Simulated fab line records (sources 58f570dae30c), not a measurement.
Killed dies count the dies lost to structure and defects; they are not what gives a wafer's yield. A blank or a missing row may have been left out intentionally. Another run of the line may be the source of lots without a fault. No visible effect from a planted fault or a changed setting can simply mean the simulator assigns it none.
Chamber matching | flow berkeleyCmos170 | UCB170_ACTIVE_CLEAN_17 on wetBench-02 has 3 sister chambers
The step cleans in SPM, time 600 s. 6 wafers are shown with their chamber, then 5 later ones without.

== WAFERS, EACH WITH ITS CHAMBER ==
wafer  | chamber | tempC (C)
L478.4 | 3       | 119.86
L478.5 | 3       | 120.23
L482.4 | 0       | 120.19
L482.5 | 0       | 119.96
L485.2 | 1       | 120.07
L485.6 | 1       | 119.75

== WAFERS MISSING THEIR CHAMBER ==
wafer  | tempC (C)
L490.3 | 120.10
L490.4 | 120.04
L490.5 | 119.97
L491.1 | 119.88
L491.3 | 119.79

== THE CHAMBER EACH PASSED THROUGH ==
wafer  | from the rows above          | in truth
L490.3 | can't be placed: 0 or 3 or 1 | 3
L490.4 | can't be placed: 3 or 0 or 1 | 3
L490.5 | can't be placed: 1 or 3 or 0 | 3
L491.1 | can't be placed: 1 or 3 or 0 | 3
L491.3 | can't be placed: 1 or 3 or 0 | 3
Placed correctly: 0 of 5. Can't be placed from these rows: 5 (the true chamber is among the candidates in 5). Number placed wrongly: 0.
How it was worked out, from the rows above alone: a wafer's distance from a chamber is the root of the sum, over the readings, of the square of ((its reading less the chamber's mean) divided by the reading's scatter). If the next closest chamber is less than 2 further off than the closest, the wafer can't be placed; otherwise it belongs to the closest. The mean given for a chamber averages the wafers shown for that chamber. The scatter: take each reading less its chamber's mean, square it, sum over the shown wafers, divide by the number of wafers less the number of chambers, and take the root.
